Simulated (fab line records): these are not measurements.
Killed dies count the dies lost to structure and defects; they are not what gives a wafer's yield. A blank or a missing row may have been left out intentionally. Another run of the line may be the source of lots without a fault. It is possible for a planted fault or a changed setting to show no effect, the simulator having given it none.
The tool behind it: which one? -- flow berkeley_cmos170 -- 21 wafers from 7 lots sampled at 2 of the route's 331 steps

== WHAT THE GAUGES SHOWED, per wafer ==
UCB170_NWELL_OVL_MEAS_12.
lot,measured,on,NWELL_OVL (nm)
L190,day 2 12:22,overlay-01,4 8 0
L194,day 3 03:30,overlay-02,11 -15 -3
L197,day 3 18:15,overlay-01,7 2 4
L198,day 4 01:00,overlay-01,888 884 895
L205,day 5 09:22,overlay-02,3 -5 -3
L207,day 5 19:04,overlay-02,-2 2 -4
L210,day 6 11:34,overlay-01,-1 3 -1

== WHICH TOOL RAN EACH LOT (tool, then ch and the chambers of the sampled wafers, then the start) ==
lot,UCB170_NWELL_EXPOSE_09
L190,"krf_scanner-01 ch 0, day 2 11:49"
L194,"krf_scanner-02 ch 0, day 3 03:07"
L197,"krf_scanner-01 ch 0, day 3 17:43"
L198,"krf_scanner-02 ch 0, day 4 00:32"
L205,"krf_scanner-01 ch 0, day 5 08:38"
L207,"krf_scanner-01 ch 0, day 5 18:32"
L210,"krf_scanner-01 ch 0, day 6 11:13"
- UCB170_NWELL_EXPOSE_09: exposes mask NWELL, target cd 3000 nm.

== THE ANSWER, worked out from the rows above alone ==
Rule: the lots themselves supply what counts as usual. Put in order of their means at a reading, lots are off if they are a third of the lots or fewer, leave a main group of 4 or more, and stand apart from it by a gap of 3 or more times the standard deviation of the main group's means; of several such gaps the widest counts. If all means in a main group match to the digits the tables above print for the reading, that group is not used. A lot without any number at a reading at which 4 lots or more have one is off too. Where the step has rows for the other lots, those lots are counted as sound.
Off: at UCB170_NWELL_OVL_MEAS_12 (NWELL_OVL), L198. Main group: mean 1 nm, sd 2.7.
A tool fits if, at a process step before that reading, it ran every lot that is off, and no sound lot after the first of them. Gauges at UCB170_NWELL_OVL_MEAS_12: tried the same way as those tools. One candidate fits, namely krf_scanner-02 at UCB170_NWELL_EXPOSE_09. A fault onset in the window from L194 (day 3 03:07, its last sound lot) to L198 (day 4 00:32, its first lot off) fits.

== WHAT THE SIMULATOR PUT IN ==
Scanner matching overlay: krf_scanner-02, from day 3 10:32 on, at UCB170_NWELL_EXPOSE_09. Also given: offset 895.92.
Shown lots that were struck: L198. The rule above reached the same finding.
